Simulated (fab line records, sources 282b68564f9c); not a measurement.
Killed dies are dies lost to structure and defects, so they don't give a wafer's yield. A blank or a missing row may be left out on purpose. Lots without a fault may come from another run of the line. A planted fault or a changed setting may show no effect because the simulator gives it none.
fab line records | flow rit_cmos
record lots=5 wafers=15 last_day=6
route steps=202 shown GATE@94 REOX@98 NLDD@103 PLDD@114 SPACER@125
lots that met no fault: from a run of the same line without faults
start_h: hours from the record's first day to the start of the lot's first wafer shown | wait_h: hours since the lot's step before | " the same as in the row above | L1.1+2: a row that stands for several wafers | - no value, or no start given | * or withheld: withheld | < > ~ a bound
route shown NAME@n: a module of which the file shows steps, and the number in the route of the first | usual: mean/standard deviation of fault-free wafers | same: alike in all rows | chamber/n: place in a boat | sites: the reading at each site | _std_site: their standard deviation | _edge_site: outer sites' mean less inner sites' | radius_mm: how far each site lies from the wafer's centre | mask NAME#n: copy n | behind: the tool/chamber that last shaped the wafer | hold: why the lot was held/for how many hours/how that ended | device: the transistor (n, p or np) that didn't switch | end of line: the same wafers' tests at the end of the route | a step without rows: its recipe alone | killed: dies lost to structure and defects at the first sort, not the wafer's yield | map: a wafer's dies, x killed, . not, _ none there
set.NAME: the setting as run; set.NAME@STEP: as run at that earlier step | model.NAME: the simulator's own value behind a step, which no gauge read
lots at some steps of the route; a table a step, a row a wafer
services: from which hour (start_h, from the record's first day; less than 0 if before it) a tool's chamber was out of use, for how many hours, and why
## steps
# step RIT_GATE_HARDBAKE_18
# recipe resist=NOVOLAK temp_c=140 time_s=60
# step RIT_GATE_ETCH_19
# recipe chemistry=SF6/CHF3/O2 time_s=165 SF6_flow_sccm=30 CHF3_flow_sccm=30 O2_flow_sccm=5 target=poly-Si pressure_mtorr=40 rf_w=160 target_depth_a=3125 over_etch_frac=0.25 stop_on=SiO2
# usual SF6_flow_sccm=30.00/0.085 drypump_motor_current_A=5.4/0.43 oes_product_au=0.859/0.0098 throttle_valve_pct=10.25/0.12
# columns lot.wafer tool chamber start_h wait_h SF6_flow_sccm drypump_motor_current_A oes_product_au rf_hours_counter_h throttle_valve_pct
L257.1 rie_si-02 0 49.78 0.1 30.06 5.8 0.854 154 10.02
L257.2 " 1 " " 30.10 5.1 0.861 50 10.45
L257.4 " 3 " " 29.91 4.8 0.870 - 10.25
L258.1 rie_si-01 0 55.32 0.1 29.77 5.3 0.857 101 10.26
L258.4 " 1 " " 30.04 5.7 0.869 28 10.29
L258.6 " 0 " " 29.85 5.3 0.854 - 10.25
L259.3 rie_si-02 3 58.16 0.1 29.94 4.8 0.870 15 10.23
L259.4 " 3 " " 30.05 4.8 0.868 - 10.24
L259.5 " 1 " " 30.05 5.1 0.873 - 10.43
L271.1 rie_si-02 0 120.43 0.1 29.83 5.8 0.839 0 10.01
L271.5 " 3 " " 30.02 4.8 0.866 - 10.23
L271.6 " 0 " " 30.03 5.8 0.846 - 10.02
L273.2 rie_si-02 2 126.27 0.1 30.00 5.8 0.871 55 10.40
L273.4 " 3 " " 29.96 4.8 0.870 16 10.24
L273.5 " 2 " " 29.98 5.7 0.873 - 10.39
# step RIT_GATE_STRIP_20
# recipe chemistry=O2 time_s=180 resist=NOVOLAK platen_temp_c=withheld power_w=500 pressure_mtorr=4000 o2_flow_sccm=4000
# usual drypump_motor_current_A=6.0/0.57 o2_flow_sccm=4000/12 rf_refl_power_W=7.0/1.2
# columns lot.wafer tool chamber start_h wait_h drypump_motor_current_A o2_flow_sccm rf_hours_counter_h rf_refl_power_W
L257.1 plasma_asher-01 1 49.89 0.1 6.0 4002 38 6.8
L257.2 " 0 " " 6.1 4005 38 8.0
L257.4 " 1 " " 6.0 3994 - 6.8
L258.1 plasma_asher-01 0 55.43 0.1 6.1 3986 39 8.3
L258.4 " 1 " " 6.0 4009 - 6.7
L258.6 " 0 " " 6.1 3992 - 8.3
L259.3 plasma_asher-04 0 58.33 0.1 5.9 3994 - 8.1
L259.4 " 1 " " 6.6 3993 - 6.0
L259.5 " 0 " " 5.9 3997 - 8.4
L271.1 plasma_asher-02 1 120.54 0.1 5.0 4006 44 6.9
L271.5 " 0 " " 6.7 3995 - 4.9
L271.6 " 1 " " 5.0 4011 - 7.0
L273.2 plasma_asher-01 0 126.38 0.1 6.1 4017 47 8.1
L273.4 " 1 " " 6.0 3996 - 6.9
L273.5 " 0 " " 6.1 4014 - 8.2
# step RIT_GATE_CD_MEAS_90
# recipe target_cd_nm=150
# usual cd_nm=150.4/2.8
# columns lot.wafer tool chamber start_h wait_h cd_nm
L257.1 cd_sem-02 - 50.06 0.1 150.2
L257.2 " - " " 151.4
L257.4 " - " " 149.5
L258.1 cd_sem-01 - 55.60 0.1 143.3
L258.4 " - " " 144.8
L258.6 " - " " 147.5
L259.3 cd_sem-02 - 58.49 0.1 150.1
L259.4 " - " " 150.6
L259.5 " - " " 147.7
L271.1 cd_sem-02 - 120.72 0.1 145.7
L271.5 " - " " 144.6
L271.6 " - " " 146.6
L273.2 cd_sem-02 - 126.57 0.1 152.8
L273.4 " - " " 151.8
L273.5 " - " " 154.2
# step RIT_REOX_CLEAN_00
# recipe chemistry=SC1 mix=3:3:50 time_s=600 temp_c=75
# step RIT_REOX_CLEAN_01
# recipe chemistry=dHF dilution=50:1 time_s=30
# step RIT_REOX_CLEAN_02
# recipe chemistry=SC2 mix=3:3:50 time_s=600 temp_c=75 dry=n2_spin
# step RIT_REOX_OXIDATION_03
# recipe temp_c=900 ambient=O2 target_thk_a=252 ox_time_s=5580
# step RIT_REOX_THK_MEAS_04
# recipe reads=SiO2_of_REOX_OXIDATION_03
# usual REOX_OXIDE_THK=25.2/0.46
# columns lot.wafer tool chamber start_h wait_h REOX_OXIDE_THK[nm]
L257.1 film_metro-04 - 54.85 0.0 25.7
L257.2 " - " " 25.6
L257.4 " - " " 25.7
L258.1 film_metro-04 - 58.76 0.0 24.9
L258.4 " - " " 25.5
L258.6 " - " " 25.3
L259.3 film_metro-04 - 61.52 0.0 25.2
L259.4 " - " " 25.0
L259.5 " - " " 25.2
L271.1 film_metro-02 - 124.24 0.0 25.2
L271.5 " - " " 24.9
L271.6 " - " " 24.4
L273.2 film_metro-04 - 130.20 0.0 25.2
L273.4 " - " " 25.0
L273.5 " - " " 25.2
# step RIT_NLDD_HMDS_00
# recipe prime_time_s=60 prime_temp_c=140
# step RIT_NLDD_COAT_01
# recipe resist=NOVOLAK spin_rpm=3250 resist_thk_nm=1000
# step RIT_NLDD_SOFTBAKE_02
# recipe resist=NOVOLAK temp_c=90 time_s=60
# step RIT_NLDD_EXPOSE_03
# recipe mask_id=M7 na=0.57 target_cd_nm=40700 dose_mj=250
# columns lot.wafer tool chamber start_h wait_h mask
L257.1+2+4 iline_stepper-01 0 55.36 0.1 M7#0
L258.1+4+6 iline_stepper-02 0 59.39 0.2 M7#0
L259.3+4+5 iline_stepper-02 0 62.05 0.1 M8#0
L271.1+5+6 iline_stepper-01 0 124.75 0.1 M7#0
L273.2+4+5 iline_stepper-01 0 130.72 0.1 M7#0
# step RIT_NLDD_PEB_04
# recipe resist=NOVOLAK temp_c=withheld time_s=withheld
# step RIT_NLDD_DEVELOP_05
# recipe resist=NOVOLAK develop_time_s=50 dev_temp_c=23
# step RIT_NLDD_OVL_MEAS_06
# usual NLDD_OVL=-0.5/1.4
# columns lot.wafer tool chamber start_h wait_h NLDD_OVL[nm]
L257.1 overlay-02 - 55.76 - -3.1
L257.2 " - " " -3.6
L257.4 " - " " -3.9
L258.1 overlay-02 - 59.79 - -2.2
L258.4 " - " " -0.3
L258.6 " - " " -1.0
L259.3 overlay-01 - 62.51 - -
L259.4 " - " " -
L259.5 " - " " -
L271.1 overlay-01 - 125.15 - -1.1
L271.5 " - " " -0.9
L271.6 " - " " -1.9
L273.2 overlay-02 - 131.27 - -2.6
L273.4 " - " " -1.2
L273.5 " - " " -0.3
# step RIT_NLDD_HARDBAKE_07
# recipe resist=NOVOLAK temp_c=140 time_s=60
# step RIT_NLDD_IMPLANT_08
# recipe species=P energy_kev=20 dose_cm2=5e+14 tilt_deg=7
# step RIT_NLDD_STRIP_09
# recipe chemistry=O2 time_s=180 resist=NOVOLAK platen_temp_c=withheld power_w=500 pressure_mtorr=4000 o2_flow_sccm=4000
# usual drypump_motor_current_A=6.11/0.28 o2_flow_sccm=3999/11 rf_refl_power_W=7.6/0.88
# columns lot.wafer tool chamber start_h wait_h drypump_motor_current_A o2_flow_sccm rf_hours_counter_h rf_refl_power_W
L257.1 plasma_asher-01 1 56.10 0.1 6.03 4002 39 6.8
L257.2 " 0 " " 6.10 3995 39 8.3
L257.4 " 1 " " 6.04 3989 - 7.0
L258.1 plasma_asher-04 1 60.13 0.1 6.59 3999 27 6.0
L258.4 " 1 " " 6.59 4013 - 5.8
L258.6 " 1 " " 6.63 4008 - 5.7
L259.3 plasma_asher-01 1 62.89 0.1 6.03 4015 - 6.7
L259.4 " 0 " " 6.10 4006 - 7.9
L259.5 " 1 " " 6.01 4003 - 6.6
L271.1 plasma_asher-03 0 125.53 0.1 6.36 3977 1 8.1
L271.5 " 1 " " 5.76 4008 - 7.9
L271.6 " 0 " " 6.36 3992 - 8.1
L273.2 plasma_asher-04 1 131.60 0.1 6.57 4018 34 5.8
L273.4 " 1 " " 6.53 3996 - 5.8
L273.5 " 0 " " 5.89 3988 - 8.4
# step RIT_NLDD_TW_MEAS_10
# usual NLDD_TW=2484/22
# columns lot.wafer tool chamber start_h wait_h NLDD_TW
L257.1 film_metro-03 - 56.27 0.1 2475
L257.2 " - " " 2463
L257.4 " - " " 2467
L258.1 film_metro-03 - 60.30 0.1 2462
L258.4 " - " " 2462
L258.6 " - " " 2453
L259.3 film_metro-03 - 63.03 0.1 30
L259.4 " - " " 30
L259.5 " - " " 30
L271.1 film_metro-01 - 125.71 0.1 2526
L271.5 " - " " 2505
L271.6 " - " " 2494
L273.2 film_metro-02 - 131.79 0.1 2482
L273.4 " - " " 2475
L273.5 " - " " 2473
# step RIT_PLDD_HMDS_00
# recipe prime_time_s=60 prime_temp_c=140
# step RIT_PLDD_COAT_01
# recipe resist=NOVOLAK spin_rpm=3250 resist_thk_nm=1000
# step RIT_PLDD_SOFTBAKE_02
# recipe resist=NOVOLAK temp_c=90 time_s=60
# step RIT_PLDD_EXPOSE_03
# recipe mask_id=M8 na=0.57 target_cd_nm=40900 dose_mj=250
# step RIT_PLDD_PEB_04
# recipe resist=NOVOLAK temp_c=withheld time_s=withheld
# step RIT_PLDD_DEVELOP_05
# recipe resist=NOVOLAK develop_time_s=50 dev_temp_c=23
# step RIT_PLDD_OVL_MEAS_06
# usual PLDD_OVL=0.7/1.3
# columns lot.wafer tool chamber start_h wait_h PLDD_OVL[nm]
L257.1 overlay-01 - 57.18 - 2.4
L257.2 " - " " 2.9
L257.4 " - " " 2.9
L258.1 overlay-01 - 61.50 - 1.5
L258.4 " - " " 1.3
L258.6 " - " " 1.1
L259.3 overlay-01 - 63.93 - 1.6
L259.4 " - " " 0.1
L259.5 " - " " 2.2
L271.1 overlay-02 - 126.74 - -1.5
L271.5 " - " " -0.4
L271.6 " - " " -0.8
L273.2 overlay-02 - 132.69 - -1.4
L273.4 " - " " -1.0
L273.5 " - " " 1.4
# step RIT_PLDD_HARDBAKE_07
# recipe resist=NOVOLAK temp_c=140 time_s=60
# step RIT_PLDD_IMPLANT_08
# recipe species=BF2 energy_kev=20 dose_cm2=9e+14 tilt_deg=7
# step RIT_PLDD_STRIP_09
# recipe chemistry=O2 time_s=180 resist=NOVOLAK platen_temp_c=withheld power_w=500 pressure_mtorr=4000 o2_flow_sccm=4000
# usual drypump_motor_current_A=6.0/0.65 o2_flow_sccm=4000/13 rf_refl_power_W=7.1/1.2
# columns lot.wafer tool chamber start_h wait_h drypump_motor_current_A o2_flow_sccm rf_hours_counter_h rf_refl_power_W
L257.1 plasma_asher-03 0 57.52 0.1 6.3 3990 44 7.9
L257.2 " 1 " " 5.8 3981 44 8.0
L257.4 " 0 " " 6.3 3993 - 8.2
L258.1 plasma_asher-03 1 61.84 0.1 5.7 4020 45 8.2
L258.4 " 1 " " 5.8 3996 - 8.3
L258.6 " 1 " " 5.8 4010 - 8.3
L259.3 plasma_asher-04 0 64.31 0.1 5.9 3993 - 8.6
L259.4 " 1 " " 6.6 3997 - 5.9
L259.5 " 0 " " 5.9 3991 - 8.2
L271.1 plasma_asher-03 0 127.08 0.1 6.3 4013 1 8.3
L271.5 " 1 " " 5.8 4013 - 8.0
L271.6 " 0 " " 6.3 4008 - 8.2
L273.2 plasma_asher-02 0 133.02 0.1 6.8 3995 46 5.4
L273.4 " 0 " " 6.7 4011 - 4.9
L273.5 " 0 " " 6.8 4013 - 4.8
# step RIT_PLDD_TW_MEAS_10
# usual PLDD_TW=2336/15
# columns lot.wafer tool chamber start_h wait_h PLDD_TW
L257.1 film_metro-03 - 57.70 0.1 2325
L257.2 " - " " 2331
L257.4 " - " " 2310
L258.1 film_metro-03 - 62.01 0.1 2321
L258.4 " - " " 2314
L258.6 " - " " 2327
L259.3 film_metro-03 - 64.45 0.1 2854
L259.4 " - " " 2844
L259.5 " - " " 2827
L271.1 film_metro-02 - 127.25 0.1 2336
L271.5 " - " " 2340
L271.6 " - " " 2337
L273.2 film_metro-01 - 133.21 0.1 2367
L273.4 " - " " 2362
L273.5 " - " " 2359
# step RIT_SPACER_CLEAN_00
# recipe chemistry=SC1 mix=3:3:50 time_s=600 temp_c=75
## services
# columns tool chamber start_h hours kind
rie_si-02 2 30.79 34.0 repair
iline_stepper-01 0 31.69 - calibration
plasma_asher-02 - 50.39 3.1 repair
plasma_asher-04 - 78.37 17.6 repair
rie_si-02 0 93.54 - clean
rie_si-02 0 93.54 16.8 scheduled_down
rie_si-02 0 93.54 16.8 vent_cycle
rie_si-01 1 95.63 3.2 repair
iline_stepper-01 - 96.65 3.8 repair
plasma_asher-03 - 108.75 9.0 pm
plasma_asher-03 0 108.75 9.0 vent_cycle
plasma_asher-03 1 108.75 9.0 vent_cycle
plasma_asher-02 - 111.69 0.8 repair
plasma_asher-03 0 117.75 - clean
plasma_asher-03 1 117.75 - clean
plasma_asher-01 - 122.12 4.2 pm
rie_si-01 0 126.56 5.2 repair
## key
first_sign step=RIT_NLDD_EXPOSE_03 reading=mask direction=changed
effect step=RIT_NLDD_OVL_MEAS_06 reading=NLDD_OVL direction=missing
effect step=RIT_NLDD_TW_MEAS_10 reading=NLDD_TW direction=down sigmas=99+ usual=2484 struck=30
effect step=RIT_PLDD_TW_MEAS_10 reading=PLDD_TW direction=up sigmas=35 usual=2336 struck=2842
met_at RIT_NLDD_EXPOSE_03
struck_wafers L259.3,L259.4,L259.5
sort_left_out L259.3,L259.4,L259.5
tester_left_out L259
onset_between 59.39 62.05
fault kind=wrong_mask tool=any chamber=- onset_h=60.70 steps=RIT_NLDD_EXPOSE_03 aux_copy=M8#0 scope=struck_lots_only
# tester_left_out: of these lots the tester's yield and bins aren't shown, on N5 and GAA mostly nor the transistor test; their killed dies are dies lost to structure and defects alone, not to doping, threshold or leakage, so they don't give the yield
# sort_left_out: the simulated sort isn't trusted on such a fault, so these wafers' sort isn't shown, and their yield isn't known
